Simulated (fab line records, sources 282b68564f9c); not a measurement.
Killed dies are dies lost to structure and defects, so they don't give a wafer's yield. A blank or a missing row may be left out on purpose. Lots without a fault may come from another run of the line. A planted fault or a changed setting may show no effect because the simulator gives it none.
fab line records | flow rit_cmos
record lots=6 wafers=18 last_day=7
route steps=202 shown SDANNEAL@153 PSD@157 NSD@158 PLDD@159 NLDD@160 SILICIDE@161 CONTACT@168 M1@184
lots that met no fault: from a run of the same line without faults
start_h: hours from the record's first day to the start of the lot's first wafer shown | wait_h: hours since the lot's step before | " the same as in the row above | L1.1+2: a row that stands for several wafers | - no value, or no start given | * or withheld: withheld | < > ~ a bound
route shown NAME@n: a module of which the file shows steps, and the number in the route of the first | usual: mean/standard deviation of fault-free wafers | same: alike in all rows | chamber/n: place in a boat | sites: the reading at each site | _std_site: their standard deviation | _edge_site: outer sites' mean less inner sites' | radius_mm: how far each site lies from the wafer's centre | mask NAME#n: copy n | behind: the tool/chamber that last shaped the wafer | hold: why the lot was held/for how many hours/how that ended | device: the transistor (n, p or np) that didn't switch | end of line: the same wafers' tests at the end of the route | a step without rows: its recipe alone | killed: dies lost to structure and defects at the first sort, not the wafer's yield | map: a wafer's dies, x killed, . not, _ none there
set.NAME: the setting as run; set.NAME@STEP: as run at that earlier step | model.NAME: the simulator's own value behind a step, which no gauge read
lots at some steps of the route; a table a step, a row a wafer
services: from which hour (start_h, from the record's first day; less than 0 if before it) a tool's chamber was out of use, for how many hours, and why
## steps
# step RIT_SDANNEAL_CLEAN_00
# recipe chemistry=SC1 mix=3:3:50 time_s=600 temp_c=75
# step RIT_SDANNEAL_CLEAN_01
# recipe chemistry=dHF dilution=50:1 time_s=30
# step RIT_SDANNEAL_CLEAN_02
# recipe chemistry=SC2 mix=3:3:50 time_s=600 temp_c=75 dry=n2_spin
# step RIT_SDANNEAL_RTA_03
# recipe temp_c=1050 time_s=5 idle_temp_c=600 ramp_up_c_per_s=342 ramp_down_c_per_s=171 cool_to_c=600 ambient=N2
# usual wafer_temp_C_max=1053.5/1.1
# columns lot.wafer tool chamber start_h wait_h wafer_temp_C_max
L474.3 rtp_anneal-01 0 70.97 0.0 1052.7
L474.4 " 0 " " 1054.4
L474.6 " 0 " " 1052.6
L476.1 rtp_anneal-01 0 79.46 0.0 1053.9
L476.3 " 0 " " 1055.3
L476.4 " 0 " " 1054.5
L479.3 rtp_anneal-02 0 95.70 0.0 1054.9
L479.5 " 0 " " 1054.4
L479.6 " 0 " " 1053.2
L491.2 rtp_anneal-02 0 154.95 0.0 1053.6
L491.3 " 0 " " 1053.8
L491.6 " 0 " " 1053.1
L492.2 rtp_anneal-01 0 159.06 0.0 1053.5
L492.4 " 0 " " 1052.7
L492.5 " 0 " " 1052.5
L493.2 rtp_anneal-02 0 166.86 0.0 1055.0
L493.4 " 0 " " 1053.0
L493.6 " 0 " " 1057.5
# step RIT_SDANNEAL_RS_MEAS_04
# recipe thk_meas_gauge=four-point-probe
# usual PSD_RS=116.0/0.31
# columns lot.wafer tool chamber start_h wait_h PSD_RS[ohm/sq]
L474.3 film_metro-04 - 71.05 0.1 115.9
L474.4 " - " " 116.2
L474.6 " - " " 115.8
L476.1 film_metro-03 - 79.51 0.0 115.5
L476.3 " - " " 115.5
L476.4 " - " " 115.6
L479.3 film_metro-04 - 95.77 0.1 116.7
L479.5 " - " " 116.4
L479.6 " - " " 116.5
L491.2 film_metro-03 - 155.02 0.1 116.2
L491.3 " - " " 116.0
L491.6 " - " " 115.8
L492.2 film_metro-04 - 159.13 0.1 116.2
L492.4 " - " " 116.0
L492.5 " - " " 116.1
L493.2 film_metro-02 - 166.93 0.1 115.7
L493.4 " - " " 115.6
L493.6 " - " " 116.0
# step RIT_SDANNEAL_RS_MEAS_05
# recipe thk_meas_gauge=four-point-probe
# usual NSD_RS=84.68/0.29
# columns lot.wafer tool chamber start_h wait_h NSD_RS[ohm/sq]
L474.3 film_metro-04 - 71.17 0.1 84.69
L474.4 " - " " 84.81
L474.6 " - " " 84.73
L476.1 film_metro-03 - 79.63 0.1 84.70
L476.3 " - " " 84.51
L476.4 " - " " 84.38
L479.3 film_metro-04 - 95.89 0.1 84.81
L479.5 " - " " 84.93
L479.6 " - " " 84.93
L491.2 film_metro-03 - 155.14 0.1 84.35
L491.3 " - " " 84.11
L491.6 " - " " 83.87
L492.2 film_metro-04 - 159.25 0.1 84.22
L492.4 " - " " 84.56
L492.5 " - " " 84.38
L493.2 film_metro-02 - 167.05 0.1 84.75
L493.4 " - " " 84.65
L493.6 " - " " 84.59
# step RIT_SDANNEAL_RS_MEAS_06
# recipe thk_meas_gauge=four-point-probe
# usual PLDD_RS=178.9/0.47
# columns lot.wafer tool chamber start_h wait_h PLDD_RS[ohm/sq]
L474.3 film_metro-04 - 71.29 0.1 179.2
L474.4 " - " " 179.5
L474.6 " - " " 179.5
L476.1 film_metro-03 - 79.75 0.1 178.4
L476.3 " - " " 178.7
L476.4 " - " " 178.5
L479.3 film_metro-04 - 96.01 0.1 180.1
L479.5 " - " " 179.3
L479.6 " - " " 179.7
L491.2 film_metro-03 - 155.26 0.1 179.2
L491.3 " - " " 178.3
L491.6 " - " " 179.0
L492.2 film_metro-04 - 159.37 0.1 178.9
L492.4 " - " " 178.3
L492.5 " - " " 178.7
L493.2 film_metro-02 - 167.17 0.1 179.3
L493.4 " - " " 179.2
L493.6 " - " " 179.5
# step RIT_SDANNEAL_RS_MEAS_07
# recipe thk_meas_gauge=four-point-probe
# usual NLDD_RS=152.0/0.43
# columns lot.wafer tool chamber start_h wait_h NLDD_RS[ohm/sq]
L474.3 film_metro-04 - 71.41 0.1 152.2
L474.4 " - " " 152.4
L474.6 " - " " 152.5
L476.1 film_metro-03 - 79.87 0.1 151.5
L476.3 " - " " 151.2
L476.4 " - " " 152.0
L479.3 film_metro-04 - 96.13 0.1 151.9
L479.5 " - " " 151.4
L479.6 " - " " 152.0
L491.2 film_metro-03 - 155.38 0.1 151.7
L491.3 " - " " 151.6
L491.6 " - " " 151.5
L492.2 film_metro-04 - 159.49 0.1 151.7
L492.4 " - " " 151.3
L492.5 " - " " 151.8
L493.2 film_metro-02 - 167.29 0.1 151.8
L493.4 " - " " 151.8
L493.6 " - " " 151.4
# step RIT_SILICIDE_WET_ETCH_00
# recipe chemistry=BOE target=SiO2 target_depth_nm=14 time_s=15 dry=n2_spin dilution=10:1 temp_c=21.5
# step RIT_SILICIDE_SPUTTER_01
# recipe material=Ti target_thk_nm=30 power_w=350 chamber_pressure_pa=0.667 gas=Ar time_s=240 substrate_temp_c=25
# step RIT_SILICIDE_RS_MEAS_02
# recipe thk_meas_gauge=four-point-probe reads=Ti_of_SILICIDE_SPUTTER_01
# usual SILICIDE_TI_RS=47.8/0.95
# columns lot.wafer tool chamber start_h wait_h SILICIDE_TI_RS[ohm/sq]
L474.3 film_metro-01 - 71.73 0.1 47.1
L474.4 " - " " 48.6
L474.6 " - " " 48.6
L476.1 film_metro-01 - 80.17 0.1 46.8
L476.3 " - " " 48.9
L476.4 " - " " 46.8
L479.3 film_metro-03 - 96.42 0.1 45.3
L479.5 " - " " 45.5
L479.6 " - " " 46.3
L491.2 film_metro-01 - 155.66 0.1 48.6
L491.3 " - " " 48.4
L491.6 " - " " 48.0
L492.2 film_metro-03 - 159.77 0.1 47.6
L492.4 " - " " 48.7
L492.5 " - " " 47.1
L493.2 film_metro-03 - 167.57 0.1 47.4
L493.4 " - " " 47.5
L493.6 " - " " 47.9
# step RIT_SILICIDE_THK_MEAS_03
# recipe thk_meas_gauge=xrf reads=Ti_of_SILICIDE_SPUTTER_01
# usual SILICIDE_TI_THK=30.0/0.49
# columns lot.wafer tool chamber start_h wait_h SILICIDE_TI_THK[nm]
L474.3 film_metro-01 - 71.83 0.1 30.7
L474.4 " - " " 29.8
L474.6 " - " " 29.8
L476.1 film_metro-01 - 80.29 0.1 30.6
L476.3 " - " " 29.4
L476.4 " - " " 30.7
L479.3 film_metro-03 - 96.52 0.1 31.5
L479.5 " - " " 31.3
L479.6 " - " " 30.9
L491.2 film_metro-01 - 155.77 0.1 29.6
L491.3 " - " " 29.9
L491.6 " - " " 29.9
L492.2 film_metro-03 - 159.88 0.1 30.0
L492.4 " - " " 29.5
L492.5 " - " " 30.2
L493.2 film_metro-03 - 167.68 0.1 30.1
L493.4 " - " " 30.0
L493.6 " - " " 30.0
# step RIT_SILICIDE_RTA_04
# recipe temp_c=650 time_s=10 idle_temp_c=25 ramp_up_s=5 ramp_down_s=5 cool_to_c=25 ambient=N2
# usual wafer_temp_C_max=652.9/1.2
# columns lot.wafer tool chamber start_h wait_h wafer_temp_C_max
L474.3 rtp_anneal-02 0 71.89 0.1 654.5
L474.4 " 0 " " 653.3
L474.6 " 0 " " 654.6
L476.1 rtp_anneal-02 0 80.35 0.1 652.4
L476.3 " 0 " " 653.8
L476.4 " 0 " " 655.0
L479.3 rtp_anneal-01 0 96.58 0.1 652.5
L479.5 " 0 " " 651.2
L479.6 " 0 " " 651.7
L491.2 rtp_anneal-01 0 155.84 0.1 651.3
L491.3 " 0 " " 651.8
L491.6 " 0 " " 651.5
L492.2 rtp_anneal-02 0 159.94 0.1 653.1
L492.4 " 0 " " 653.9
L492.5 " 0 " " 655.0
L493.2 rtp_anneal-01 0 167.74 0.1 651.2
L493.4 " 0 " " 652.0
L493.6 " 0 " " 651.6
# step RIT_SILICIDE_WET_ETCH_05
# recipe chemistry=SPM target=Ti temp_c=90 time_s=120 dry=n2_spin
# step RIT_SILICIDE_RTA_06
# recipe temp_c=750 time_s=10 idle_temp_c=25 ramp_up_s=5 ramp_down_s=10 cool_to_c=25 ambient=N2
# usual wafer_temp_C_max=753.5/1.5
# columns lot.wafer tool chamber start_h wait_h wafer_temp_C_max
L474.3 rtp_anneal-01 0 72.00 0.0 751.5
L474.4 " 0 " " 752.0
L474.6 " 0 " " 751.7
L476.1 rtp_anneal-01 0 80.46 0.0 751.8
L476.3 " 0 " " 751.8
L476.4 " 0 " " 751.9
L479.3 rtp_anneal-02 0 96.69 0.0 753.4
L479.5 " 0 " " 756.0
L479.6 " 0 " " 754.4
L491.2 rtp_anneal-02 0 155.94 0.0 754.0
L491.3 " 0 " " 754.5
L491.6 " 0 " " 755.3
L492.2 rtp_anneal-01 0 160.05 0.0 752.4
L492.4 " 0 " " 752.0
L492.5 " 0 " " 752.4
L493.2 rtp_anneal-02 0 167.85 0.0 755.1
L493.4 " 0 " " 753.9
L493.6 " 0 " " 755.8
# step RIT_CONTACT_CVD_00
# recipe material=SiO2 target_thk_nm=400 precursor=TEOS temp_c=390 time_s=61 rf_w=400
# usual heater_power_w=325/47
# columns lot.wafer tool chamber start_h wait_h heater_power_w
L474.3 pecvd-02 2 72.07 0.1 363
L474.4 " 0 " " 281
L474.6 " 0 " " 211
L476.1 pecvd-03 1 80.52 0.1 285
L476.3 " 2 " " 306
L476.4 " 0 " " 287
L479.3 pecvd-03 2 96.73 0.0 283
L479.5 " 2 " " 289
L479.6 " 0 " " 362
L491.2 pecvd-03 0 156.00 0.0 350
L491.3 " 2 " " 306
L491.6 " 0 " " 366
L492.2 pecvd-04 2 160.11 0.0 406
L492.4 " 1 " " 298
L492.5 " 2 " " 423
L493.2 pecvd-02 1 167.91 0.0 327
L493.4 " 0 " " 214
L493.6 " 2 " " 374
# step RIT_CONTACT_THK_MEAS_01
# recipe reads=SiO2_of_CONTACT_CVD_00
# usual CONTACT_TEOS_THK=398/6.4
# columns lot.wafer tool chamber start_h wait_h CONTACT_TEOS_THK[nm]
L474.3 film_metro-01 - 72.14 0.0 405
L474.4 " - " " 397
L474.6 " - " " 393
L476.1 film_metro-04 - 80.57 0.0 395
L476.3 " - " " 401
L476.4 " - " " 403
L479.3 film_metro-04 - 96.80 0.0 392
L479.5 " - " " 402
L479.6 " - " " 407
L491.2 film_metro-03 - 156.06 0.0 405
L491.3 " - " " 401
L491.6 " - " " 409
L492.2 film_metro-01 - 160.17 0.0 382
L492.4 " - " " 404
L492.5 " - " " 391
L493.2 film_metro-01 - 167.97 0.0 397
L493.4 " - " " 399
L493.6 " - " " 402
# step RIT_CONTACT_HMDS_02
# recipe prime_time_s=60 prime_temp_c=140
# step RIT_CONTACT_COAT_03
# recipe resist=NOVOLAK spin_rpm=3250 resist_thk_nm=1000
# step RIT_CONTACT_SOFTBAKE_04
# recipe resist=NOVOLAK temp_c=90 time_s=60
# step RIT_CONTACT_EXPOSE_05
# recipe mask_id=M11 na=0.6 source_shape=conventional sigma_outer=0.5 target_cd_nm=1000 dose_mj=250
# step RIT_CONTACT_PEB_06
# recipe resist=NOVOLAK temp_c=withheld time_s=withheld
# step RIT_CONTACT_DEVELOP_07
# recipe resist=NOVOLAK develop_time_s=120 dev_temp_c=23
# step RIT_CONTACT_CD_MEAS_08
# recipe target_cd_nm=1000
# usual cd_nm=999.9/2.7
# columns lot.wafer tool chamber start_h wait_h cd_nm
L474.3 cd_sem-01 - 73.31 - 999.1
L474.4 " - " " 996.0
L474.6 " - " " 997.1
L476.1 cd_sem-01 - 81.64 - 999.9
L476.3 " - " " 1001.1
L476.4 " - " " 1001.6
L479.3 cd_sem-02 - 97.97 - 998.5
L479.5 " - " " 998.6
L479.6 " - " " 999.9
L491.2 cd_sem-01 - 157.22 - 997.8
L491.3 " - " " 997.1
L491.6 " - " " 998.5
L492.2 cd_sem-01 - 161.25 - 1002.7
L492.4 " - " " 1003.3
L492.5 " - " " 1002.9
L493.2 cd_sem-01 - 169.00 - 1001.0
L493.4 " - " " 1002.9
L493.6 " - " " 1002.3
# step RIT_CONTACT_OVL_MEAS_09
# usual CONTACT_OVL=-0.9/1.2
# columns lot.wafer tool chamber start_h wait_h CONTACT_OVL[nm]
L474.3 overlay-02 - 73.41 0.1 -2.0
L474.4 " - " " -3.7
L474.6 " - " " -2.0
L476.1 overlay-01 - 81.76 0.1 -0.8
L476.3 " - " " -1.2
L476.4 " - " " -0.5
L479.3 overlay-02 - 98.07 0.1 -2.3
L479.5 " - " " -2.1
L479.6 " - " " -1.9
L491.2 overlay-01 - 157.33 0.1 -1.0
L491.3 " - " " -2.2
L491.6 " - " " -0.6
L492.2 overlay-02 - 161.35 0.1 -1.7
L492.4 " - " " -0.4
L492.5 " - " " -2.1
L493.2 overlay-02 - 169.11 0.1 -2.2
L493.4 " - " " -2.5
L493.6 " - " " -0.8
# step RIT_CONTACT_HARDBAKE_10
# recipe resist=NOVOLAK temp_c=140 time_s=60
# step RIT_CONTACT_ETCH_11
# recipe target_depth_a=4800 over_etch_frac=0.2 stop_on=TiSi2 chemistry=CHF3/CF4/Ar target=SiO2 CHF3_flow_sccm=50 cf4_flow_sccm=10 Ar_flow_sccm=100 O2_flow_sccm=5 pressure_mtorr=100 rf_w=200 time_s=320
# usual drypump_motor_current_A=5.9/0.42 oes_product_au=0.988/0.014 throttle_valve_pct=8.73/0.097
# columns lot.wafer tool chamber start_h wait_h drypump_motor_current_A oes_product_au rf_hours_counter_h throttle_valve_pct
L474.3 rie_diel-02 0 73.58 0.1 6.4 0.995 138 8.79
L474.4 " 1 " " 5.8 0.996 53 8.62
L474.6 " 1 " " 5.8 1.001 - 8.61
L476.1 rie_diel-03 2 81.95 0.1 6.7 0.978 51 8.76
L476.3 " 0 " " 5.7 0.998 140 8.81
L476.4 " 1 " " 5.4 1.010 159 8.68
L479.3 rie_diel-02 3 98.24 0.1 5.5 1.010 97 8.92
L479.5 " 0 " " 6.4 0.992 - 8.80
L479.6 " 1 " " 5.8 0.995 - 8.63
L491.2 rie_diel-02 3 157.51 0.1 5.5 1.011 99 8.93
L491.3 " 1 " " 5.8 0.996 55 8.61
L491.6 " 3 " " 5.5 1.014 - 8.92
L492.2 rie_diel-01 2 161.53 0.1 5.4 0.998 6 8.78
L492.4 " 0 " " 5.7 0.996 116 8.54
L492.5 " 1 " " 5.7 0.976 - 8.74
L493.2 rie_diel-01 0 169.29 0.1 5.7 1.004 116 8.54
L493.4 " 2 " " 5.4 0.995 6 8.77
L493.6 " 1 " " 5.7 0.975 - 8.74
# step RIT_CONTACT_STRIP_12
# recipe chemistry=O2 time_s=180 resist=NOVOLAK platen_temp_c=withheld power_w=500 pressure_mtorr=4000 o2_flow_sccm=4000
# step RIT_CONTACT_CD_MEAS_90
# recipe target_cd_nm=1000
# usual cd_nm=999.8/2.7
# columns lot.wafer tool chamber start_h wait_h cd_nm
L474.3 cd_sem-02 - 73.99 0.1 999.1
L474.4 " - " " 996.4
L474.6 " - " " 996.9
L476.1 cd_sem-02 - 82.32 0.1 998.6
L476.3 " - " " 1001.6
L476.4 " - " " 1001.7
L479.3 cd_sem-01 - 98.65 0.1 997.8
L479.5 " - " " 998.5
L479.6 " - " " 1000.2
L491.2 cd_sem-02 - 157.90 0.1 997.7
L491.3 " - " " 997.3
L491.6 " - " " 997.9
L492.2 cd_sem-02 - 161.92 0.1 1003.2
L492.4 " - " " 1003.3
L492.5 " - " " 1002.0
L493.2 cd_sem-01 - 169.68 0.1 1001.2
L493.4 " - " " 1003.2
L493.6 " - " " 1001.9
# step RIT_CONTACT_CLEAN_13
# recipe chemistry=SC1 mix=3:3:50 time_s=600 temp_c=75
# step RIT_CONTACT_CLEAN_14
# recipe chemistry=SC2 mix=3:3:50 time_s=600 temp_c=75 dry=n2_spin
# step RIT_M1_SPUTTER_00
# recipe material=Al target_thk_nm=400 power_w=2000 chamber_pressure_pa=0.4 gas=Ar time_s=500 substrate_temp_c=25
# usual cathode_dc_power_W=2000.0/0.38 throttle_valve_pct=30.0/1
# columns lot.wafer tool chamber start_h wait_h cathode_dc_power_W throttle_valve_pct
L474.3 pvd_sputter-04 - 74.94 0.0 2000.3 30.3
L474.4 " - " " 2000.4 31.8
L474.6 " - " " 2000.1 30.2
L476.1 pvd_sputter-04 - 82.80 0.0 2000.3 30.2
L476.3 " - " " 1999.7 28.3
L476.4 " - " " 1999.9 32.1
L479.3 pvd_sputter-03 - 99.08 0.0 1999.9 30.2
L479.5 " - " " 1999.8 30.4
L479.6 " - " " 2000.2 30.2
L491.2 pvd_sputter-01 - 158.35 0.0 2000.2 29.7
L491.3 " - " " 1999.7 30.2
L491.6 " - " " 1999.7 30.3
L492.2 pvd_sputter-04 - 162.39 0.0 1999.4 28.8
L492.4 " - " " 1999.6 30.6
L492.5 " - " " 2000.0 31.9
L493.2 pvd_sputter-04 - 170.15 0.0 2001.1 31.7
L493.4 " - " " 1999.9 28.8
L493.6 " - " " 2000.3 28.4
# step RIT_M1_RS_MEAS_01
# recipe thk_meas_gauge=four-point-probe reads=Al_of_M1_SPUTTER_00
# usual M1_AL_RS=0.0731/0.00074
# columns lot.wafer tool chamber start_h wait_h M1_AL_RS[ohm/sq]
L474.3 film_metro-02 - 75.28 0.2 0.0733
L474.4 " - " " 0.0735
L474.6 " - " " 0.0736
L476.1 film_metro-04 - 83.10 0.1 0.0728
L476.3 " - " " 0.0728
L476.4 " - " " 0.0725
L479.3 film_metro-03 - 99.41 0.2 0.0721
L479.5 " - " " 0.0720
L479.6 " - " " 0.0727
L491.2 film_metro-03 - 158.66 0.2 0.0729
L491.3 " - " " 0.0723
L491.6 " - " " 0.0731
L492.2 film_metro-03 - 162.70 0.2 0.0728
L492.4 " - " " 0.0739
L492.5 " - " " 0.0731
L493.2 film_metro-04 - 170.46 0.2 0.0727
L493.4 " - " " 0.0724
L493.6 " - " " 0.0726
# step RIT_M1_THK_MEAS_02
# recipe thk_meas_gauge=xrf reads=Al_of_M1_SPUTTER_00
# usual M1_AL_THK=403/5.4
# columns lot.wafer tool chamber start_h wait_h M1_AL_THK[nm]
L474.3 film_metro-02 - 75.38 0.1 399
L474.4 " - " " 398
L474.6 " - " " 400
L476.1 film_metro-04 - 83.22 0.1 406
L476.3 " - " " 407
L476.4 " - " " 409
L479.3 film_metro-03 - 99.51 0.1 407
L479.5 " - " " 407
L479.6 " - " " 405
L491.2 film_metro-03 - 158.77 0.1 401
L491.3 " - " " 405
L491.6 " - " " 402
L492.2 film_metro-03 - 162.81 0.1 401
L492.4 " - " " 395
L492.5 " - " " 400
L493.2 film_metro-04 - 170.57 0.1 409
L493.4 " - " " 408
L493.6 " - " " 410
# step RIT_M1_HMDS_03
# recipe prime_time_s=60 prime_temp_c=140
# step RIT_M1_COAT_04
# recipe resist=NOVOLAK spin_rpm=2000 resist_thk_nm=1300
# step RIT_M1_SOFTBAKE_05
# recipe resist=NOVOLAK temp_c=90 time_s=60
# step RIT_M1_EXPOSE_06
# recipe mask_id=M12 na=0.6 source_shape=conventional sigma_outer=0.5 target_cd_nm=2600 dose_mj=250
# step RIT_M1_PEB_07
# recipe resist=NOVOLAK temp_c=withheld time_s=withheld
# step RIT_M1_DEVELOP_08
# recipe resist=NOVOLAK develop_time_s=68 dev_temp_c=23
# step RIT_M1_CD_MEAS_09
# recipe target_cd_nm=2600
# usual cd_nm=2600.5/2
# columns lot.wafer tool chamber start_h wait_h cd_nm
L474.3 cd_sem-01 - 76.34 - 2600.0
L474.4 " - " " 2599.3
L474.6 " - " " 2598.9
L476.1 cd_sem-01 - 84.28 - 2600.8
L476.3 " - " " 2599.1
L476.4 " - " " 2602.0
L479.3 cd_sem-02 - 100.61 - 2599.5
L479.5 " - " " 2599.5
L479.6 " - " " 2599.0
L491.2 cd_sem-01 - 159.72 - 2598.9
L491.3 " - " " 2598.7
L491.6 " - " " 2601.0
L492.2 cd_sem-01 - 163.89 - 2599.2
L492.4 " - " " 2599.7
L492.5 " - " " 2600.3
L493.2 cd_sem-01 - 171.69 - 2601.4
L493.4 " - " " 2598.9
L493.6 " - " " 2598.0
# step RIT_M1_OVL_MEAS_10
# usual M1_OVL=0.0/1.1
# columns lot.wafer tool chamber start_h wait_h M1_OVL[nm]
L474.3 overlay-02 - 76.43 0.1 -1.6
L474.4 " - " " -2.1
L474.6 " - " " -2.5
L476.1 overlay-02 - 84.40 0.1 -1.2
L476.3 " - " " 0.0
L476.4 " - " " -0.5
L479.3 overlay-02 - 100.70 0.1 0.0
L479.5 " - " " 1.7
L479.6 " - " " -0.8
L491.2 overlay-02 - 159.83 0.1 0.1
L491.3 " - " " 0.8
L491.6 " - " " -1.4
L492.2 overlay-02 - 164.00 0.1 -0.1
L492.4 " - " " -1.5
L492.5 " - " " -1.5
L493.2 overlay-01 - 171.79 0.1 1.3
L493.4 " - " " -0.7
L493.6 " - " " 0.2
# step RIT_M1_PROBE_99
# usual killed_at_contacts=0.1/0.23 killed_at_front_end=7/3.1 killed_dies=7/3.1 killed_open=3.4/2.1 killed_short=3.5/2
# same gross_dies=264 killed_at_M0_to_M3=0 killed_at_M4_up=0 killed_at_back_side=0 killed_at_other=0
# columns lot.wafer tool chamber start_h wait_h killed_at_contacts killed_at_front_end killed_dies killed_open killed_short model.etest.npoly_line.line_ohm_um model.etest.ppoly_line.line_ohm_um model.etest.contact_pplus.end_ohm_um model.etest.contact_nplus.end_ohm_um model.etest.npoly_line.rs_ohm_sq_rim_less_centre model.etest.npoly_line.rs_ohm_sq_range model.etest.npoly_line.rs_ohm_sq model.etest.ppoly_line.rs_ohm_sq
L474.3 prober-02 - 79.06 0.2 0 5 5 0 5 162.2 157.5 48.54 45.74 -1.857 2.025 15.92 15.65
L474.4 prober-02 - 79.11 0.2 0 4 4 2 2 165.2 160.9 45.49 44.24 -1.612 1.814 16.42 16
L474.6 prober-02 - 79.21 0.2 0 2 2 0 2 162.2 157.4 47.73 44.97 -1.853 2.071 16.25 15.84
L476.1 prober-02 - 88.21 0.1 0 12 12 6 6 157.9 154.3 48.17 46 -1.583 1.767 16 15.45
L476.3 prober-02 - 88.31 0.2 0 5 5 2 3 160.2 152.4 47.17 42.68 -1.596 1.756 16.36 15.79
L476.4 prober-02 - 88.36 0.2 0 8 8 5 3 158.8 154 49.88 45.03 -1.569 1.728 15.89 15.35
L479.3 prober-01 - 103.34 0.2 0 5 5 2 3 166.2 161.5 46.95 43.87 -0.225 0.2533 16.52 16
L479.5 prober-01 - 103.44 0.2 0 9 9 6 3 164.1 156.6 46.22 44.27 -0.1249 0.4718 16.48 16.05
L479.6 prober-01 - 103.49 0.2 0 6 6 4 2 163.2 155.2 45.88 43.75 0.01445 0.2418 16.74 16.44
L491.2 prober-02 - 162.41 0.1 0 5 5 3 2 165.1 160.5 43.15 41.1 -0.09217 0.5293 17.16 16.74
L491.3 prober-02 - 162.46 0.2 1 7 8 5 3 165.6 162.4 43.37 43.33 0.03633 0.1275 17.03 16.83
L491.6 prober-02 - 162.61 0.2 0 11 11 5 6 162.8 156.8 43.86 41.81 -0.03398 0.1789 17 16.45
L492.2 prober-01 - 166.58 0.1 0 4 4 2 2 164.9 157.3 45.52 41.81 0.4646 0.571 16.89 16.48
L492.4 prober-01 - 166.68 0.2 0 6 6 4 2 163.9 159.6 44.68 42.1 0.2546 0.322 17.03 16.68
L492.5 prober-01 - 166.73 0.2 0 10 10 5 5 164.8 157.6 45.46 41.95 -0.1666 0.4442 16.86 16.44
L493.2 prober-02 - 174.39 0.1 1 4 5 2 3 162.6 158.2 44.4 41.58 -0.02887 0.3852 17.03 16.45
L493.4 prober-02 - 174.49 0.2 0 6 6 4 2 159.5 156.7 44.77 41.22 -0.03359 0.4252 16.86 16.32
L493.6 prober-02 - 174.59 0.2 0 4 4 1 3 166.3 158.3 44.27 40.41 -0.1627 0.4974 16.98 16.5
# killed by level:class
L474.3 SPACER:geometric_particle:short=3 FOX1:geometric_particle:short=1 FOX2:geometric_particle:short=1
L474.4 GATE:geometric_particle:open=1 SPACER:geometric_particle:short=1 SILICIDE:geometric_particle:open=1 SILICIDE:geometric_particle:short=1
L474.6 GATE:geometric_particle:short=2
L476.1 FOX2:geometric_particle:open=2 GATE:geometric_particle:open=2 GATE:geometric_particle:short=2 FOX1:geometric_particle:short=1 FOX2:geometric_particle:short=1 SPACER:geometric_particle:short=1 SPACER:geometric_particle:open=1 SILICIDE:geometric_particle:open=1
L476.3 GATE:geometric_particle:short=2 FOX2:geometric_particle:short=1 GATE:geometric_particle:open=1 SILICIDE:geometric_particle:open=1
L476.4 GATE:geometric_particle:open=3 SILICIDE:geometric_particle:short=2 FOX1:geometric_particle:open=1 GATE:geometric_particle:short=1 SILICIDE:geometric_particle:open=1
L479.3 GATE:geometric_particle:short=2 FOX1:geometric_particle:short=1 GATE:geometric_particle:open=1 SILICIDE:geometric_particle:open=1
L479.5 GATE:geometric_particle:open=3 GATE:geometric_particle:short=3 FOX1:geometric_particle:open=1 SPACER:geometric_particle:open=1 SILICIDE:geometric_particle:open=1
L479.6 GATE:geometric_particle:open=4 GATE:geometric_particle:short=2
L491.2 GATE:geometric_particle:open=2 GATE:geometric_particle:short=1 SPACER:geometric_particle:open=1 SILICIDE:geometric_particle:short=1
L491.3 SPACER:geometric_particle:short=2 GATE:geometric_particle:short=1 GATE:geometric_particle:open=1 REOX:geometric_particle:open=1 SPACER:geometric_particle:open=1 SILICIDE:geometric_particle:open=1 CONTACT:geometric_particle:open=1
L491.6 GATE:geometric_particle:short=6 GATE:geometric_particle:open=3 SPACER:geometric_particle:open=2
L492.2 GATE:geometric_particle:short=1 REOX:geometric_particle:open=1 SPACER:geometric_particle:open=1 SILICIDE:geometric_particle:short=1
L492.4 GATE:geometric_particle:open=2 GATE:geometric_particle:short=1 REOX:geometric_particle:short=1 REOX:geometric_particle:open=1 SPACER:geometric_particle:open=1
L492.5 FOX1:geometric_particle:short=2 SPACER:geometric_particle:open=2 ACTIVE:geometric_particle:short=1 FOX1:geometric_particle:open=1 REOX:geometric_particle:open=1 SPACER:geometric_particle:short=1 SILICIDE:geometric_particle:open=1 SILICIDE:geometric_particle:short=1
L493.2 FOX1:geometric_particle:short=1 GATE:geometric_particle:open=1 REOX:geometric_particle:short=1 SILICIDE:geometric_particle:short=1 CONTACT:geometric_particle:open=1
L493.4 GATE:geometric_particle:open=3 REOX:geometric_particle:short=1 SPACER:geometric_particle:open=1 SILICIDE:geometric_particle:short=1
L493.6 SILICIDE:geometric_particle:short=2 FOX1:geometric_particle:short=1 SILICIDE:geometric_particle:open=1
## services
# columns tool chamber start_h hours kind
rie_diel-02 2 48.25 9.4 repair
rie_diel-02 - 62.39 2.6 repair
rie_diel-01 - 73.55 2.8 pm
pecvd-02 - 74.62 14.6 pm
rie_diel-03 1 99.89 - clean
rie_diel-03 1 99.89 15.5 scheduled_down
rie_diel-03 1 99.89 15.5 vent_cycle
rie_diel-03 - 106.14 1.3 repair
pecvd-03 0 112.44 3.9 repair
rie_diel-03 - 124.90 0.2 repair
pecvd-04 1 131.31 4.6 repair
rie_diel-01 2 137.30 2.8 repair
rie_diel-02 0 144.55 7.6 repair
rie_diel-02 2 157.11 - clean
rie_diel-02 2 157.11 11.8 scheduled_down
rie_diel-02 2 157.11 11.8 vent_cycle
pecvd-04 - 164.88 0.6 repair
## key
first_sign none at tools or gauges
model_effect step=RIT_M1_PROBE_99 value=etest.npoly_line.line_ohm_um without=167.4 struck=161.1
met_at RIT_SILICIDE_RTA_04
struck_wafers L474.3,L474.4,L474.6,L476.1,L476.3,L476.4
tester_left_out L474,L476
fault kind=process_parameter_drift tool=rtp_anneal-02 chamber=- onset_h=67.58 steps=RIT_SILICIDE_RTA_04 channel=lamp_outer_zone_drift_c offset=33 shape=step end_h=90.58
# tester_left_out: of these lots the tester's yield and bins aren't shown, on N5 and GAA mostly nor the transistor test; their killed dies are dies lost to structure and defects alone, not to doping, threshold or leakage, so they don't give the yield
